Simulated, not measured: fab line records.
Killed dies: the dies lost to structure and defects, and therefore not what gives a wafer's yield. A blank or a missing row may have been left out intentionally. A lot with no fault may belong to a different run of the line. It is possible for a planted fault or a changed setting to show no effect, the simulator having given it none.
One fault seen from 2 desks ; flow ritCmos ; what lay behind the numbers comes last; until then each desk has only its own

## METROLOGY DESK
Lot by lot, what the gauges showed, no matter which tool ran the lot: averages of those sampled wafers that carry a number. Any lot whose mean is over 4 standard deviations away from the usual mean is out of limits and marked OUT; that distance is given in the brackets.
Columns: A = NWELL_RS at RIT_WELLDRIVE_RS_MEAS_01, usual 275.5 ohm/sq; B = PWELL_RS at RIT_WELLDRIVE_RS_MEAS_02, usual 429.3 ohm/sq
lot;first seen here;A;B
L875;day 2 23:11;276.0;429.0
L877;day 3 09:00;276.0;428.6
L879;day 3 17:59;275.5;428.8
L881;day 4 07:38;346.1 (+99 or more) OUT;494.7 (+54) OUT
L882;day 4 07:40;346.3 (+99 or more) OUT;495.0 (+55) OUT
L884;day 4 19:22;275.9;429.4
L886;day 5 03:19;275.7;430.3
L887;day 5 09:11;276.8;429.9
L888;day 5 14:16;275.3;430.0
L889;day 5 17:38;274.4;430.7
L891;day 6 04:47;275.8;430.2
L892;day 6 10:56;275.7;428.1
L894;day 6 23:04;274.9;428.2
L895;day 7 01:56;276.0;429.5
This desk reports L881, L882 out of limits; the earliest was L881 at day 4 07:38 (NWELL_RS at RIT_WELLDRIVE_RS_MEAS_01). Within limits: L875, L877, L879, L884, L886, L887, L888, L889, L891, L892, L894, L895.

## DESK OF THE TOOL OWNER: furnace-01
The tool's own readings at RIT_WELLDRIVE_ANNEAL_00 (time 14700 s): means of the sampled wafers that have a number, for each lot that ran on this tool. Any lot whose mean is over 4 standard deviations away from the usual mean is out of limits and marked OUT; that distance is given in the brackets.
Columns: A = spikeTcCentreC at RIT_WELLDRIVE_ANNEAL_00, usual 1102.1 C; B = spikeTcLoadC at RIT_WELLDRIVE_ANNEAL_00, usual 1127.5 C; C = spikeTcSourceC at RIT_WELLDRIVE_ANNEAL_00, usual 1126.3 C; D = tubeCenterTempC at RIT_WELLDRIVE_ANNEAL_00, usual 1100 C; E = tube_center_temp_C_max at RIT_WELLDRIVE_ANNEAL_00, usual 1102.9
lot;first seen here;A;B;C;D;E
L875;day 2 18:04;1102.2;1130.6;1127.0;1100;1102.7
L877;day 3 03:53;1103.3;1130.8;1126.7;1100;1103.4
L881;day 4 02:34;1043.4 (-49) OUT;1069.9 (-21) OUT;1065.8 (-55) OUT;1040 (-99 or more) OUT;1043.5 (-99 or more) OUT
L882;day 4 02:34;1043.2 (-49) OUT;1070.1 (-21) OUT;1066.4 (-54) OUT;1040 (-99 or more) OUT;1043.1 (-99 or more) OUT
Finding of this desk: L881, L882 out of limits; the first was L881 at day 4 02:34, on spikeTcCentreC at RIT_WELLDRIVE_ANNEAL_00. Within limits: L875, L877.

## ALL TOGETHER
The tool owner's desk could have raised an alarm at day 4 02:34, on L881, L882.
At day 4 07:38 the metrology desk could have sounded an alarm, on L881, L882.
On furnace-01, each named lot ran RIT_WELLDRIVE_ANNEAL_00.

## WHAT THE SIMULATOR HAD PUT IN
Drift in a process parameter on furnace-01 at RIT_WELLDRIVE_ANNEAL_00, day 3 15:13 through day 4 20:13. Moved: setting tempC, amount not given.
Struck lots among those shown: L881, L882.
Fault start to first reading out of limits, in hours, per desk: tool owner, 11; metrology, 16.
